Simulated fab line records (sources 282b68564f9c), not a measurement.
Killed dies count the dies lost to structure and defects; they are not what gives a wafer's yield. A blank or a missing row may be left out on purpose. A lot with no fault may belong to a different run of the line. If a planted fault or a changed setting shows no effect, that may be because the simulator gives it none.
Which of the tools did it? + flow rit cmos + 7 lots with 21 wafers sampled at 2 steps, on a route of 202 steps

WHAT THE GAUGES SHOWED, per wafer
RIT_ACTIVE_THK_MEAS_04.
| lot  | measured    | on            | ACTIVE_NITRIDE_THK (nm) |
|------|-------------|---------------|-------------------------|
| L968 | day 1 19:41 | film metro-01 | 150.4 150.1 151.0       |
| L970 | day 2 04:58 | film metro-02 | 150.5 150.6 150.0       |
| L972 | day 2 15:20 | film metro-04 | 148.4 147.4 147.7       |
| L974 | day 3 01:10 | film metro-04 | 150.2 150.4 150.9       |
| L980 | day 4 06:32 | film metro-04 | 121.0 121.9 121.8       |
| L985 | day 5 07:40 | film metro-01 | 150.2 150.3 150.0       |
| L990 | day 6 08:34 | film metro-01 | 150.2 150.1 149.5       |

EACH LOT AND THE TOOL THAT RAN IT (in order: tool; ch and the chambers of the sampled wafers; start)
| lot  | RIT_ACTIVE_CVD_03          |
|------|----------------------------|
| L968 | lpcvd-02 ch 1, day 1 18:16 |
| L970 | lpcvd-02 ch 1, day 2 03:32 |
| L972 | lpcvd-02 ch 1, day 2 13:55 |
| L974 | lpcvd-01 ch 1, day 2 23:43 |
| L980 | lpcvd-01 ch 0, day 4 05:07 |
| L985 | lpcvd-02 ch 0, day 5 06:14 |
| L990 | lpcvd-02 ch 0, day 6 07:07 |
- RIT_ACTIVE_CVD_03: deposits Si3N4 from SiH2Cl2/NH3, target thk 150 nm, time 1500 s.

THE ANSWER, worked out from the rows above alone
Rule: what is usual is taken from the lots themselves. Put in order of their means at a reading, lots are off if they are a third of the lots or fewer, leave a main group of 4 or more, and stand apart from it by a gap of 3 or more times the standard deviation of the main group's means; of several such gaps the widest counts. Not used: any main group whose means are identical at the precision the tables above print for the reading. Also off: a lot with no number at a reading for which 4 or more lots have one. Where the step has rows for the other lots, those lots are counted as sound.
Off: L980, at RIT_ACTIVE_THK_MEAS_04 (ACTIVE_NITRIDE_THK). Mean 149.9 nm and standard deviation 0.94 in the main group.
A tool fits if, at a process step before that reading, it ran every lot that is off, and no sound lot after the first of them. Those tools and the gauges at RIT_ACTIVE_THK_MEAS_04 are tried in the same way. This does not decide it: 2 tools fit, namely lpcvd-01 at RIT_ACTIVE_CVD_03 and film metro-04 at RIT_ACTIVE_THK_MEAS_04.

WHAT THE SIMULATOR HAD INSERTED
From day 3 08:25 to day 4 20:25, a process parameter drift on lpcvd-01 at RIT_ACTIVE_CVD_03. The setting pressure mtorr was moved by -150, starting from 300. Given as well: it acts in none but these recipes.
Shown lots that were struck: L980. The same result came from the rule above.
